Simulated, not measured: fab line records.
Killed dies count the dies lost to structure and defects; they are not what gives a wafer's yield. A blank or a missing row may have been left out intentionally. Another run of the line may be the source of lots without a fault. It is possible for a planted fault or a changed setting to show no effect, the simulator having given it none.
Which tool was responsible? :: flow berkeleyCmos170 :: 7 lots with 21 wafers sampled at 2 steps, on a route of 331 steps

== WHAT THE GAUGES SHOWED, per wafer ==
UCB170_V1_CD_MEAS_12 targets a cd of 700 nm.
lot: L578
measured: day 8 08:46
on: cdSem-02
cdNm (nm): 699.0 699.6 698.9

lot: L580
measured: day 8 19:07
on: cdSem-02
cdNm (nm): 700.8 699.6 698.7

lot: L582
measured: day 9 10:14
on: cdSem-02
cdNm (nm): 700.6 701.4 701.0

lot: L587
measured: day 10 22:55
on: cdSem-02
cdNm (nm): 698.7 699.5 699.4

lot: L590
measured: day 10 17:23
on: cdSem-01
cdNm (nm): 700.1 700.0 699.9

lot: L596
measured: day 11 19:38
on: cdSem-02
cdNm (nm): 700.5 700.6 699.6

lot: L599
measured: day 12 19:40
on: cdSem-02
cdNm (nm): 697.8 698.0 698.5

== WHICH TOOL RAN EACH LOT (tool, then ch and the chambers of the sampled wafers, then the start) ==
lot: L578
UCB170_ZERO_ETCH_06: rieDiel-03 ch 0,1,3, day 2 01:41

lot: L580
UCB170_ZERO_ETCH_06: rieDiel-01 ch 2,3, day 2 12:25

lot: L582
UCB170_ZERO_ETCH_06: rieDiel-04 ch 2,3, day 3 00:56

lot: L587
UCB170_ZERO_ETCH_06: rieDiel-03 ch 0,2,3, day 4 03:53

lot: L590
UCB170_ZERO_ETCH_06: rieDiel-03 ch 0,1,3, day 4 14:43

lot: L596
UCB170_ZERO_ETCH_06: rieDiel-03 ch 0,2,3, day 5 18:04

lot: L599
UCB170_ZERO_ETCH_06: rieDiel-04 ch 0,1,3, day 6 10:10
- UCB170_ZERO_ETCH_06: etches SiO2 in CHF3/CF4/Ar, time 12 s.

== THE ANSWER, worked out from the rows above alone ==
Rule: the lots themselves supply what counts as usual. The widest of any qualifying gaps counts: lots, ordered by their means at a reading, are off when they make up no more than a third of the lots, leave a main group of 4 or more, and stand apart from it by 3 or more times the standard deviation of that group's means. A main group whose means are all the same, to the digits that the tables above print for the reading, isn't used. A lot without any number at a reading at which 4 lots or more have one is off too. Where the step has rows for the other lots, those lots are counted as sound.
No lot is off on any of the readings shown, so nothing can be concluded from this.

== WHAT WAS PUT IN BY THE SIMULATOR ==
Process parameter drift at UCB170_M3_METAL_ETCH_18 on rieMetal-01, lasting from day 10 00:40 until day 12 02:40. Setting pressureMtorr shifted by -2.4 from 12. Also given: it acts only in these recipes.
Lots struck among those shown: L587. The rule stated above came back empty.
